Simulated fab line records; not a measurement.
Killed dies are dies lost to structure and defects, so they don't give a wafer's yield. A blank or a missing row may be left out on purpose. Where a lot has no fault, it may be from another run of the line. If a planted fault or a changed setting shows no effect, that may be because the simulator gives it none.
fab line records | flow rit-cmos
record lots=6 wafers=18 last-day=7
route steps=202 shown ACTIVE@11 FOX1@20 FOX2@23 NWELL@28 PWELL@39 WELLDRIVE@50 SILICIDE@161 M1@202
lots with no fault: from the same line, run without faults
start-h: the number of hours between the record's first day and the start of the first shown wafer of the lot | wait-h: how many hours have passed since the lot's step before this one | " identical to the entry in the row above | L1.1+2: a row that stands for several wafers | - value missing, or start not given | * or withheld: withheld | < > ~ a bound
route shown NAME@n: a module of which the file shows steps, and the number in the route of the first | usual: mean/standard deviation taken from wafers without a fault | same: alike in all rows | chamber/n: place in a boat | sites: per-site readings | _std_site: standard deviation of those values | _edge_site: mean of outer sites minus mean of inner sites | radius-mm: for every site, how far away it sits from the centre of the wafer | mask NAME#n: copy n | behind: the tool/chamber that last shaped the wafer | hold: why the lot was held/for how many hours/how that ended | device: the transistor (n, p or np) that didn't switch | end of line: the same wafers' tests at the end of the route | a step without rows: its recipe alone | killed: at the first sort, the dies lost to defects and structure; wafer yield is something else | map: a wafer's dies, x killed, . not, _ none there
set.NAME: the setting the step ran with; set.NAME@STEP: the setting that earlier step ran with | model.NAME: the simulator's own value behind a step, which no gauge read
lots at selected steps of the route; one table per step, one row per wafer
services: the hour from which a tool's chamber was out of use, counted from the record's first day as start-h (under 0 if before that day), plus the number of hours and why
## steps
# step RIT_ACTIVE_DEVELOP_10
# recipe resist=NOVOLAK develop-time-s=50 dev-temp-c=23
# step RIT_ACTIVE_CD_MEAS_11
# recipe target-cd-nm=1400
# usual cd-nm=1399.7/1.8
# columns lot.wafer tool chamber start-h wait-h cd-nm
L482.2 cd-sem-02 - 27.99 - 1401.0
L482.3 " - " " 1400.2
L482.6 " - " " 1402.3
L483.1 cd-sem-02 - 31.53 - 1399.8
L483.4 " - " " 1401.2
L483.6 " - " " 1399.9
L488.3 cd-sem-01 - 58.28 - 1396.1
L488.5 " - " " 1395.1
L488.6 " - " " 1397.2
L495.2 cd-sem-02 - 89.46 - 1399.3
L495.3 " - " " 1402.0
L495.6 " - " " 1397.7
L497.2 cd-sem-02 - 101.04 - 1403.4
L497.3 " - " " 1402.5
L497.5 " - " " 1400.3
L500.1 cd-sem-02 - 117.76 - 1401.3
L500.4 " - " " 1400.9
L500.6 " - " " 1401.2
# step RIT_ACTIVE_HARDBAKE_12
# recipe resist=NOVOLAK temp-c=140 time-s=60
# step RIT_ACTIVE_ETCH_13
# recipe stop-on=SiO2 chemistry=SF6 target=Si3N4 time-s=210 over-etch-frac=0.4 SF6_flow_sccm=200 pressure-mtorr=260 rf-w=125 target-depth-a=2100
# usual drypump-motor-current-A=5.4/0.45 oes-product-au=0.816/0.017 throttle-valve-pct=7.48/0.098
# columns lot.wafer tool chamber start-h wait-h drypump-motor-current-A oes-product-au rf-hours-counter-h throttle-valve-pct
L482.2 rie-diel-03 2 28.25 0.1 4.7 0.843 122 7.36
L482.3 " 1 " " 5.5 0.837 93 7.34
L482.6 " 3 " " 5.1 0.811 - 7.50
L483.1 rie-diel-01 1 31.80 0.1 5.6 0.818 114 7.49
L483.4 " 0 " " 5.2 0.842 8 7.46
L483.6 " 2 " " 4.8 0.817 - 7.53
L488.3 rie-diel-03 0 58.51 0.1 5.8 0.798 74 7.57
L488.5 " 3 " " 5.1 0.804 - 7.50
L488.6 " 2 " " 4.7 0.835 - 7.36
L495.2 rie-diel-03 0 89.71 0.1 5.9 0.793 75 7.57
L495.3 " 2 " " 4.7 0.831 123 7.35
L495.6 " 1 " " 5.5 0.826 - 7.33
L497.2 rie-diel-01 3 101.29 0.1 5.1 0.789 4 7.46
L497.3 " 2 " " 4.8 0.803 46 7.53
L497.5 " 2 " " 4.8 0.810 - 7.53
L500.1 rie-diel-01 3 118.14 0.1 5.1 0.804 5 7.47
L500.4 " 0 " " 5.2 0.848 10 7.47
L500.6 " 3 " " 5.1 0.804 - 7.45
# step RIT_ACTIVE_STRIP_14
# recipe chemistry=O2 time-s=180 resist=NOVOLAK platen-temp-c=withheld power-w=500 pressure-mtorr=4000 o2-flow-sccm=4000
# usual drypump-motor-current-A=5.7/0.52
# columns lot.wafer tool chamber start-h wait-h drypump-motor-current-A rf-hours-counter-h
L482.2 plasma-asher-04 0 28.38 0.1 5.9 39
L482.3 " 0 " " 5.9 -
L482.6 " 1 " " 5.0 -
L483.1 plasma-asher-04 1 31.93 0.1 5.0 40
L483.4 " 1 " " 5.0 -
L483.6 " 0 " " 6.0 -
L488.3 plasma-asher-04 1 58.70 0.1 5.0 -
L488.5 " 1 " " 5.0 -
L488.6 " 0 " " 6.0 -
L495.2 plasma-asher-04 1 89.84 0.1 5.0 46
L495.3 " 1 " " 5.0 -
L495.6 " 1 " " 5.1 -
L497.2 plasma-asher-04 1 101.42 0.1 5.0 48
L497.3 " 1 " " 5.0 -
L497.5 " 0 " " 5.9 -
L500.1 plasma-asher-04 0 118.27 0.1 6.0 0
L500.4 " 0 " " 5.9 -
L500.6 " 0 " " 5.9 -
# step RIT_ACTIVE_CD_MEAS_90
# recipe target-cd-nm=1400
# usual cd-nm=1399.7/1.8
# columns lot.wafer tool chamber start-h wait-h cd-nm
L482.2 cd-sem-02 - 28.58 0.1 1401.7
L482.3 " - " " 1400.2
L482.6 " - " " 1402.5
L483.1 cd-sem-02 - 32.10 0.1 1399.7
L483.4 " - " " 1400.7
L483.6 " - " " 1400.0
L488.3 cd-sem-02 - 58.86 0.1 1396.1
L488.5 " - " " 1395.2
L488.6 " - " " 1396.6
L495.2 cd-sem-01 - 90.04 0.1 1399.1
L495.3 " - " " 1401.7
L495.6 " - " " 1397.9
L497.2 cd-sem-01 - 101.62 0.1 1403.2
L497.3 " - " " 1402.3
L497.5 " - " " 1399.6
L500.1 cd-sem-01 - 118.45 0.1 1401.0
L500.4 " - " " 1401.5
L500.6 " - " " 1401.3
# step RIT_ACTIVE_CLEAN_15
# recipe chemistry=SC1 mix=3:3:50 time-s=600 temp-c=75
# step RIT_ACTIVE_CLEAN_16
# recipe chemistry=dHF dilution=50:1 time-s=30
# step RIT_ACTIVE_CLEAN_17
# recipe chemistry=SC2 mix=3:3:50 time-s=600 temp-c=75 dry=n2-spin
# step RIT_FOX1_OXIDATION_00
# recipe temp-c=1100 ambient=H2O target-thk-a=3507 p-h2o-torr=720 ox-time-s=1130
# step RIT_FOX1_THK_MEAS_01
# recipe reads=SiO2_of_FOX1_OXIDATION_00
# usual FOX1_OXIDE_THK=351/7.4
# columns lot.wafer tool chamber start-h wait-h FOX1_OXIDE_THK[nm]
L482.2 film-metro-03 - 30.94 0.0 351
L482.3 " - " " 350
L482.6 " - " " 350
L483.1 film-metro-03 - 35.83 0.0 356
L483.4 " - " " 362
L483.6 " - " " 348
L488.3 film-metro-03 - 60.64 0.0 349
L488.5 " - " " 348
L488.6 " - " " 355
L495.2 film-metro-03 - 93.38 0.0 349
L495.3 " - " " 345
L495.6 " - " " 348
L497.2 film-metro-04 - 104.21 0.0 354
L497.3 " - " " 346
L497.5 " - " " 357
L500.1 film-metro-03 - 121.95 0.0 361
L500.4 " - " " 362
L500.6 " - " " 357
# step RIT_FOX1_WET_ETCH_02
# recipe chemistry=BOE target-depth-nm=350 time-s=390 temp-c=21.5 dry=n2-spin dilution=10:1 target=SiO2
# step RIT_FOX2_OXIDATION_00
# recipe temp-c=1100 ambient=H2O target-thk-a=3507 p-h2o-torr=720 ox-time-s=1130
# columns lot.wafer tool chamber start-h wait-h model.SiO2_of_FOX2_OXIDATION_00.thk-nm
L482.2 furnace-04 0 34.19 3.1 352.3
L482.3 " 0 " " 357.6
L482.6 " 0 " " 355.2
L483.1 furnace-03 0 37.77 1.8 351.7
L483.4 " 0 " " 349.6
L483.6 " 0 " " 342.3
L488.3 furnace-04 0 60.79 0.0 439.5
L488.5 " 0 " " 444.5
L488.6 " 0 " " 440.8
L495.2 furnace-04 0 94.29 0.7 437.2
L495.3 " 0 " " 435.9
L495.6 " 0 " " 440.5
L497.2 furnace-03 0 104.88 0.5 352.3
L497.3 " 0 " " 353.8
L497.5 " 0 " " 352.9
L500.1 furnace-03 0 122.86 0.7 341.1
L500.4 " 0 " " 345.5
L500.6 " 0 " " 341.6
# step RIT_FOX2_THK_MEAS_01
# recipe reads=SiO2_of_FOX2_OXIDATION_00
# usual FOX2_OXIDE_THK=349/6
# columns lot.wafer tool chamber start-h wait-h FOX2_OXIDE_THK[nm]
L482.2 film-metro-04 - 35.52 0.0 352
L482.3 " - " " 358
L482.6 " - " " 355
L483.1 film-metro-02 - 39.08 0.0 352
L483.4 " - " " 349
L483.6 " - " " 342
L488.3 film-metro-03 - 62.13 0.0 440
L488.5 " - " " 444
L488.6 " - " " 441
L495.2 film-metro-02 - 95.61 0.0 437
L495.3 " - " " 436
L495.6 " - " " 441
L497.2 film-metro-04 - 106.20 0.0 352
L497.3 " - " " 354
L497.5 " - " " 353
L500.1 film-metro-02 - 124.17 0.0 341
L500.4 " - " " 345
L500.6 " - " " 341
# step RIT_FOX2_CLEAN_02
# recipe chemistry=dHF dilution=50:1 time-s=180
# step RIT_FOX2_WET_ETCH_03
# recipe chemistry=H3PO4 target=Si3N4 target-depth-nm=195 temp-c=165 time-s=2700
# step RIT_FOX2_THK_MEAS_90
# recipe reads=SiO2_of_FOX2_OXIDATION_00
# usual FIELD_OXIDE_LEFT_1_THK=322/6.1
# columns lot.wafer tool chamber start-h wait-h FIELD_OXIDE_LEFT_1_THK[nm]
L482.2 film-metro-03 - 36.39 0.0 325
L482.3 " - " " 330
L482.6 " - " " 328
L483.1 film-metro-03 - 39.96 0.0 324
L483.4 " - " " 322
L483.6 " - " " 315
L488.3 film-metro-03 - 63.00 0.0 412
L488.5 " - " " 417
L488.6 " - " " 414
L495.2 film-metro-02 - 96.49 0.0 410
L495.3 " - " " 408
L495.6 " - " " 413
L497.2 film-metro-04 - 107.08 0.0 325
L497.3 " - " " 326
L497.5 " - " " 325
L500.1 film-metro-04 - 125.05 0.0 314
L500.4 " - " " 318
L500.6 " - " " 315
# step RIT_NWELL_HMDS_00
# recipe prime-time-s=60 prime-temp-c=140
# step RIT_NWELL_COAT_01
# recipe resist=NOVOLAK spin-rpm=2000 resist-thk-nm=1300
# step RIT_NWELL_SOFTBAKE_02
# recipe resist=NOVOLAK temp-c=90 time-s=60
# step RIT_NWELL_EXPOSE_03
# recipe mask-id=M2 na=0.57 target-cd-nm=43900 dose-mj=250
# step RIT_NWELL_PEB_04
# recipe resist=NOVOLAK temp-c=withheld time-s=withheld
# step RIT_NWELL_DEVELOP_05
# recipe resist=NOVOLAK develop-time-s=68 dev-temp-c=23
# step RIT_NWELL_OVL_MEAS_06
# usual NWELL_OVL=-1.0/1.5
# columns lot.wafer tool chamber start-h wait-h NWELL_OVL[nm]
L482.2 overlay-01 - 37.33 - -0.2
L482.3 " - " " 0.3
L482.6 " - " " 0.3
L483.1 overlay-02 - 41.34 - -0.6
L483.4 " - " " -3.4
L483.6 " - " " -1.4
L488.3 overlay-01 - 64.06 - -0.6
L488.5 " - " " -2.6
L488.6 " - " " -3.1
L495.2 overlay-01 - 97.42 - -3.4
L495.3 " - " " -1.7
L495.6 " - " " -0.5
L497.2 overlay-01 - 108.14 - -0.3
L497.3 " - " " 0.9
L497.5 " - " " -0.3
L500.1 overlay-02 - 125.99 - 1.5
L500.4 " - " " -1.2
L500.6 " - " " -1.2
# step RIT_NWELL_HARDBAKE_07
# recipe resist=NOVOLAK temp-c=140 time-s=120
# step RIT_NWELL_IMPLANT_08
# recipe species=P energy-kev=170 dose-cm2=5e+13 tilt-deg=7
# step RIT_NWELL_STRIP_09
# recipe chemistry=O2 time-s=180 resist=NOVOLAK platen-temp-c=withheld power-w=500 pressure-mtorr=4000 o2-flow-sccm=4000
# usual drypump-motor-current-A=5.6/0.39
# columns lot.wafer tool chamber start-h wait-h drypump-motor-current-A rf-hours-counter-h
L482.2 plasma-asher-02 1 37.76 0.1 5.3 36
L482.3 " 0 " " 6.1 -
L482.6 " 0 " " 6.1 -
L483.1 plasma-asher-02 0 41.78 0.1 6.1 36
L483.4 " 1 " " 5.3 -
L483.6 " 0 " " 6.1 -
L488.3 plasma-asher-02 1 64.54 0.1 5.3 -
L488.5 " 0 " " 6.1 -
L488.6 " 1 " " 5.3 -
L495.2 plasma-asher-04 0 97.85 0.1 6.0 47
L495.3 " 1 " " 5.0 -
L495.6 " 0 " " 5.9 -
L497.2 plasma-asher-02 0 108.57 0.1 6.1 44
L497.3 " 1 " " 5.2 -
L497.5 " 0 " " 6.1 -
L500.1 plasma-asher-04 1 126.57 0.1 5.0 1
L500.4 " 0 " " 6.0 -
L500.6 " 0 " " 6.0 -
# step RIT_NWELL_TW_MEAS_10
# usual NWELL_TW=2150/9.9
# columns lot.wafer tool chamber start-h wait-h NWELL_TW
L482.2 film-metro-03 - 37.94 0.1 2146
L482.3 " - " " 2153
L482.6 " - " " 2160
L483.1 film-metro-03 - 41.95 0.1 2156
L483.4 " - " " 2151
L483.6 " - " " 2152
L488.3 film-metro-01 - 64.68 0.1 2150
L488.5 " - " " 2154
L488.6 " - " " 2163
L495.2 film-metro-03 - 98.04 0.1 2168
L495.3 " - " " 2162
L495.6 " - " " 2157
L497.2 film-metro-02 - 108.75 0.1 2155
L497.3 " - " " 2153
L497.5 " - " " 2145
L500.1 film-metro-02 - 126.74 0.1 2123
L500.4 " - " " 2127
L500.6 " - " " 2131
# step RIT_PWELL_HMDS_00
# recipe prime-time-s=60 prime-temp-c=140
# step RIT_PWELL_COAT_01
# recipe resist=NOVOLAK spin-rpm=2000 resist-thk-nm=1300
# step RIT_PWELL_SOFTBAKE_02
# recipe resist=NOVOLAK temp-c=90 time-s=60
# step RIT_PWELL_EXPOSE_03
# recipe mask-id=M3 na=0.57 target-cd-nm=43700 dose-mj=250
# step RIT_PWELL_PEB_04
# recipe resist=NOVOLAK temp-c=withheld time-s=withheld
# step RIT_PWELL_DEVELOP_05
# recipe resist=NOVOLAK develop-time-s=68 dev-temp-c=23
# step RIT_PWELL_OVL_MEAS_06
# usual PWELL_OVL=0.5/1.3
# columns lot.wafer tool chamber start-h wait-h PWELL_OVL[nm]
L482.2 overlay-01 - 38.88 - 1.9
L482.3 " - " " 1.9
L482.6 " - " " 2.0
L483.1 overlay-01 - 43.18 - 0.9
L483.4 " - " " -0.4
L483.6 " - " " 3.0
L488.3 overlay-01 - 65.74 - 2.2
L488.5 " - " " -0.1
L488.6 " - " " 0.4
L495.2 overlay-02 - 98.97 - 2.7
L495.3 " - " " 1.5
L495.6 " - " " 0.0
L497.2 overlay-01 - 109.81 - 1.4
L497.3 " - " " 1.3
L497.5 " - " " 1.5
L500.1 overlay-01 - 128.01 - -1.7
L500.4 " - " " -1.7
L500.6 " - " " 0.2
# step RIT_PWELL_HARDBAKE_07
# recipe resist=NOVOLAK temp-c=140 time-s=120
# step RIT_PWELL_IMPLANT_08
# recipe species=B energy-kev=170 dose-cm2=7e+13 tilt-deg=7
# step RIT_PWELL_STRIP_09
# recipe chemistry=O2 time-s=180 resist=NOVOLAK platen-temp-c=withheld power-w=500 pressure-mtorr=4000 o2-flow-sccm=4000
# usual drypump-motor-current-A=6.0/0.46
# columns lot.wafer tool chamber start-h wait-h drypump-motor-current-A rf-hours-counter-h
L482.2 plasma-asher-01 1 39.31 0.1 5.6 22
L482.3 " 0 " " 5.4 -
L482.6 " 1 " " 5.6 -
L483.1 plasma-asher-01 1 43.62 0.1 5.6 23
L483.4 " 0 " " 5.4 -
L483.6 " 0 " " 5.4 -
L488.3 plasma-asher-03 0 66.22 0.1 6.4 -
L488.5 " 0 " " 6.4 -
L488.6 " 1 " " 6.4 -
L495.2 plasma-asher-03 0 99.60 0.1 6.4 45
L495.3 " 0 " " 6.4 -
L495.6 " 0 " " 6.4 -
L497.2 plasma-asher-03 0 110.24 0.1 6.4 47
L497.3 " 1 " " 6.4 -
L497.5 " 1 " " 6.4 -
L500.1 plasma-asher-03 1 128.44 0.1 6.4 49
L500.4 " 1 " " 6.4 -
L500.6 " 0 " " 6.4 -
# step RIT_PWELL_TW_MEAS_10
# usual PWELL_TW=956/4.7
# columns lot.wafer tool chamber start-h wait-h PWELL_TW
L482.2 film-metro-01 - 39.50 0.1 954
L482.3 " - " " 957
L482.6 " - " " 955
L483.1 film-metro-01 - 43.79 0.1 952
L483.4 " - " " 959
L483.6 " - " " 958
L488.3 film-metro-03 - 66.36 0.1 957
L488.5 " - " " 959
L488.6 " - " " 958
L495.2 film-metro-02 - 99.79 0.1 961
L495.3 " - " " 960
L495.6 " - " " 960
L497.2 film-metro-01 - 110.43 0.1 951
L497.3 " - " " 956
L497.5 " - " " 957
L500.1 film-metro-01 - 128.62 0.1 956
L500.4 " - " " 959
L500.6 " - " " 964
# step RIT_WELLDRIVE_ANNEAL_00
# recipe temp-c=1100 time-s=14700 ambient=N2
# step RIT_WELLDRIVE_RS_MEAS_01
# recipe thk-meas-gauge=four-point-probe
# usual NWELL_RS=275.5/0.88
# columns lot.wafer tool chamber start-h wait-h NWELL_RS[ohm/sq]
L482.2 film-metro-02 - 45.69 0.0 273.6
L482.3 " - " " 274.9
L482.6 " - " " 274.0
L483.1 film-metro-03 - 48.93 0.0 275.3
L483.4 " - " " 274.8
L483.6 " - " " 274.5
L488.3 film-metro-02 - 73.89 0.0 276.2
L488.5 " - " " 275.3
L488.6 " - " " 275.7
L495.2 film-metro-03 - 105.06 0.0 277.2
L495.3 " - " " 276.7
L495.6 " - " " 276.0
L497.2 film-metro-03 - 119.58 0.0 275.7
L497.3 " - " " 275.5
L497.5 " - " " 275.7
L500.1 film-metro-03 - 133.76 0.0 275.9
L500.4 " - " " 276.2
L500.6 " - " " 276.2
# step RIT_WELLDRIVE_RS_MEAS_02
# recipe thk-meas-gauge=four-point-probe
# usual PWELL_RS=429.4/1.1
# columns lot.wafer tool chamber start-h wait-h PWELL_RS[ohm/sq]
L482.2 film-metro-02 - 45.81 0.1 428.5
L482.3 " - " " 428.5
L482.6 " - " " 427.7
L483.1 film-metro-03 - 49.05 0.1 431.2
L483.4 " - " " 431.2
L483.6 " - " " 431.6
L488.3 film-metro-02 - 74.01 0.1 428.6
L488.5 " - " " 428.5
L488.6 " - " " 427.8
L495.2 film-metro-03 - 105.18 0.1 428.8
L495.3 " - " " 430.1
L495.6 " - " " 429.3
L497.2 film-metro-03 - 119.70 0.1 428.9
L497.3 " - " " 430.9
L497.5 " - " " 431.2
L500.1 film-metro-03 - 133.88 0.1 429.6
L500.4 " - " " 429.5
L500.6 " - " " 429.3
# step RIT_FOX2_THK_MEAS_91
# recipe reads=SiO2_of_FOX2_OXIDATION_00
# usual FIELD_OXIDE_LEFT_2_THK=254/6.2
# columns lot.wafer tool chamber start-h wait-h FIELD_OXIDE_LEFT_2_THK[nm]
L482.2 film-metro-03 - 49.99 0.0 257
L482.3 " - " " 262
L482.6 " - " " 260
L483.1 film-metro-04 - 53.11 0.0 257
L483.4 " - " " 255
L483.6 " - " " 247
L488.3 film-metro-04 - 78.22 0.0 345
L488.5 " - " " 350
L488.6 " - " " 345
L495.2 film-metro-04 - 108.93 0.0 341
L495.3 " - " " 340
L495.6 " - " " 345
L497.2 film-metro-03 - 123.45 0.0 257
L497.3 " - " " 259
L497.5 " - " " 258
L500.1 film-metro-04 - 137.64 0.0 245
L500.4 " - " " 249
L500.6 " - " " 246
# step RIT_SILICIDE_WET_ETCH_00
# recipe chemistry=BOE target=SiO2 target-depth-nm=14 time-s=15 dry=n2-spin dilution=10:1 temp-c=21.5
# columns lot.wafer tool chamber start-h wait-h model.SiO2_of_FOX2_OXIDATION_00.thk-nm
L482.2 wet-bench-03 0 74.33 0.1 151.5
L482.3 " 0 " " 156.6
L482.6 " 0 " " 153.5
L483.1 wet-bench-02 3 77.43 0.1 152
L483.4 " 3 " " 150
L483.6 " 3 " " 141.3
L488.3 wet-bench-03 3 101.01 0.1 239.6
L488.5 " 3 " " 244.3
L488.6 " 3 " " 240.4
L495.2 wet-bench-04 3 134.13 0.1 236.2
L495.3 " 3 " " 233.7
L495.6 " 3 " " 238.9
L497.2 wet-bench-04 3 145.42 0.1 153.2
L497.3 " 3 " " 154.2
L497.5 " 3 " " 153.5
L500.1 wet-bench-02 0 159.07 0.1 140.2
L500.4 " 0 " " 143.6
L500.6 " 0 " " 140.8
# step RIT_M1_PROBE_99
# usual killed_at_M0_to_M3=0.0/0.14 killed-at-front-end=6.5/2.8 killed-dies=6.6/2.8 killed-open=3.5/2 killed-short=3.2/1.8
# same gross-dies=264 killed_at_M4_up=0 killed-at-back-side=0 killed-at-contacts=0 killed-at-other=0
# columns lot.wafer tool chamber start-h wait-h killed_at_M0_to_M3 killed-at-front-end killed-dies killed-open killed-short model.etest.nldd.width-nm model.etest.pldd.width-nm model.etest.nplus-sal.width-nm model.etest.pplus-sal.width-nm model.etest.pwell.rs-ohm-sq model.etest.nmos-narrow.drive-ua-um model.etest.pmos-narrow.drive-ua-um model.etest.field-n.vt-v
L482.2 prober-01 - 81.70 0.1 0 9 9 2 6 3162 3171 3455 3430 410.6 223.5 99.63 34.86
L482.3 prober-01 - 81.75 0.2 0 10 10 4 6 3155 3176 3448 3459 411.4 220.9 99.82 35.48
L482.6 prober-01 - 81.90 0.2 0 7 7 3 4 3164 3149 3440 3454 409.2 219.8 100.5 35.24
L483.1 prober-02 - 84.71 0.1 0 11 11 3 8 3183 3187 3440 3426 418.1 226.5 99.25 34.82
L483.4 prober-02 - 84.86 0.2 0 8 8 2 6 3153 3140 3416 3439 408.7 227.2 97.63 34.58
L483.6 prober-02 - 84.96 0.2 0 8 8 2 6 3198 3174 3456 3454 411.6 235.7 102 33.53
L488.3 prober-02 - 107.99 0.2 0 3 3 2 1 3028 3020 3376 3360 446.8 209.6 95.54 45.48
L488.5 prober-02 - 108.09 0.2 0 5 5 1 4 3038 3025 3373 3372 451.9 207.5 94.69 46.08
L488.6 prober-02 - 108.14 0.2 0 7 7 2 5 3017 3030 3335 3362 451.6 207.4 92.37 45.64
L495.2 prober-02 - 141.28 0.1 0 2 2 0 2 3045 3035 3374 3385 453.2 201.2 92.24 44.91
L495.3 prober-02 - 141.33 0.2 0 7 7 5 2 3060 3064 3417 3398 456.2 211.6 96.39 44.74
L495.6 prober-02 - 141.48 0.2 1 7 8 6 2 3047 3044 3395 3393 454.5 206.1 93.78 45.24
L497.2 prober-02 - 152.38 0.1 0 5 5 2 3 3177 3167 3427 3422 420.4 222.1 101.7 35.01
L497.3 prober-02 - 152.43 0.2 0 4 4 3 1 3191 3197 3419 3430 417.1 218.8 100.3 35.16
L497.5 prober-02 - 152.53 0.2 0 11 11 5 6 3161 3157 3412 3441 414.6 221 102 35.07
L500.1 prober-01 - 166.15 0.1 0 5 5 2 3 3173 3185 3429 3437 407 226.5 98.51 33.19
L500.4 prober-01 - 166.30 0.2 0 10 10 3 7 3175 3169 3434 3444 407 221.7 96.2 33.69
L500.6 prober-01 - 166.40 0.2 0 7 7 3 4 3205 3182 3440 3434 403.8 226.1 100.4 33.25
# killed by level:class
L482.2 GATE:geometric-particle:short=3 SPACER:geometric-particle:short=3 GATE:geometric-particle:open=2 NLDD:coat-microbubble-printed=1
L482.3 GATE:geometric-particle:short=4 FOX2:geometric-particle:short=2 GATE:geometric-particle:open=2 SPACER:geometric-particle:open=2
L482.6 FOX1:geometric-particle:short=2 ACTIVE:geometric-particle:short=1 FOX2:geometric-particle:short=1 GATE:geometric-particle:open=1 SPACER:geometric-particle:open=1 SILICIDE:geometric-particle:open=1
L483.1 SPACER:geometric-particle:short=3 GATE:geometric-particle:short=2 REOX:geometric-particle:open=2 FOX1:geometric-particle:short=1 FOX2:geometric-particle:short=1 REOX:geometric-particle:short=1 SPACER:geometric-particle:open=1
L483.4 SPACER:geometric-particle:short=3 FOX1:geometric-particle:short=1 FOX1:geometric-particle:open=1 REOX:geometric-particle:short=1 SPACER:geometric-particle:open=1 SILICIDE:geometric-particle:short=1
L483.6 FOX1:geometric-particle:short=2 SILICIDE:geometric-particle:short=2 GATE:geometric-particle:short=1 REOX:geometric-particle:short=1 SPACER:geometric-particle:open=1 SILICIDE:geometric-particle:open=1
L488.3 GATE:geometric-particle:short=1 REOX:geometric-particle:open=1 SILICIDE:geometric-particle:open=1
L488.5 GATE:geometric-particle:short=2 FOX1:geometric-particle:short=1 GATE:geometric-particle:open=1 SPACER:geometric-particle:short=1
L488.6 FOX1:geometric-particle:short=2 REOX:geometric-particle:short=2 ACTIVE:geometric-particle:short=1 GATE:geometric-particle:open=1 REOX:geometric-particle:open=1
L495.2 FOX1:geometric-particle:short=1 GATE:geometric-particle:short=1
L495.3 GATE:geometric-particle:open=4 FOX1:geometric-particle:short=1 GATE:geometric-particle:short=1 REOX:geometric-particle:open=1
L495.6 GATE:geometric-particle:open=3 FOX2:geometric-particle:open=1 REOX:geometric-particle:open=1 REOX:geometric-particle:short=1 SPACER:geometric-particle:open=1 M1:geometric-particle:short=1
L497.2 GATE:geometric-particle:short=2 REOX:geometric-particle:open=2 REOX:geometric-particle:short=1
L497.3 GATE:geometric-particle:open=2 FOX1:geometric-particle:short=1 SPACER:geometric-particle:open=1
L497.5 REOX:geometric-particle:short=3 GATE:geometric-particle:open=2 SILICIDE:geometric-particle:short=2 ACTIVE:geometric-particle:open=1 FOX1:geometric-particle:open=1 FOX2:geometric-particle:open=1 GATE:geometric-particle:short=1
L500.1 GATE:geometric-particle:open=2 GATE:geometric-particle:short=1 SPACER:geometric-particle:short=1 SILICIDE:geometric-particle:short=1
L500.4 GATE:geometric-particle:short=3 SILICIDE:geometric-particle:short=2 FOX1:geometric-particle:short=1 FOX2:geometric-particle:short=1 GATE:geometric-particle:open=1 REOX:geometric-particle:open=1 SILICIDE:geometric-particle:open=1
L500.6 GATE:geometric-particle:short=2 REOX:geometric-particle:short=2 SPACER:geometric-particle:open=2 FOX1:geometric-particle:open=1
## services
# columns tool chamber start-h hours kind
rie-diel-03 0 16.02 7.1 repair
rie-diel-01 - 17.81 1.2 repair
plasma-asher-03 - 19.74 2.1 repair
plasma-asher-01 - 34.36 1.2 repair
plasma-asher-02 - 105.30 1.3 repair
plasma-asher-04 - 108.75 9.0 pm
plasma-asher-04 0 108.75 9.0 vent-cycle
plasma-asher-04 1 108.75 9.0 vent-cycle
plasma-asher-04 0 117.75 - clean
plasma-asher-04 1 117.75 - clean
rie-diel-03 1 133.42 47.9 repair
furnace-04 - 142.22 4.1 pm
plasma-asher-03 - 144.51 2.1 repair
rie-diel-03 2 153.33 5.1 repair
## key
first-sign step=RIT_FOX2_THK_MEAS_01 reading=FOX2_OXIDE_THK direction=up sigmas=15 usual=349 struck=440
effect step=RIT_FOX2_THK_MEAS_90 reading=FIELD_OXIDE_LEFT_1_THK direction=up sigmas=15 usual=322 struck=412
effect step=RIT_FOX2_THK_MEAS_91 reading=FIELD_OXIDE_LEFT_2_THK direction=up sigmas=15 usual=254 struck=344
model-effect step=RIT_FOX2_OXIDATION_00 value=SiO2_of_FOX2_OXIDATION_00.thk-nm without=344.3 struck=439.7
model-effect step=RIT_SILICIDE_WET_ETCH_00 value=SiO2_of_FOX2_OXIDATION_00.thk-nm without=143.4 struck=238.9
model-effect step=RIT_M1_PROBE_99 value=etest.nldd.width-nm without=3180 struck=3039
met-at RIT_FOX2_OXIDATION_00
struck-wafers L488.3,L488.5,L488.6,L495.2,L495.3,L495.6
tester-left-out L488,L495
onset-between 34.19 60.79
also-fits RIT_ACTIVE_ETCH_13:rie-diel-03
fault kind=process-parameter-drift tool=furnace-04 chamber=- onset-h=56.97 steps=RIT_FOX2_OXIDATION_00 channel=ox-time-s offset=* shape=step end-h=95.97 acts-in=* stated=*
# tester-left-out: of these lots the tester's yield and bins aren't shown, on N5 and GAA mostly nor the transistor test; their killed dies are dies lost to structure and defects alone, not to doping, threshold or leakage, so they don't give the yield
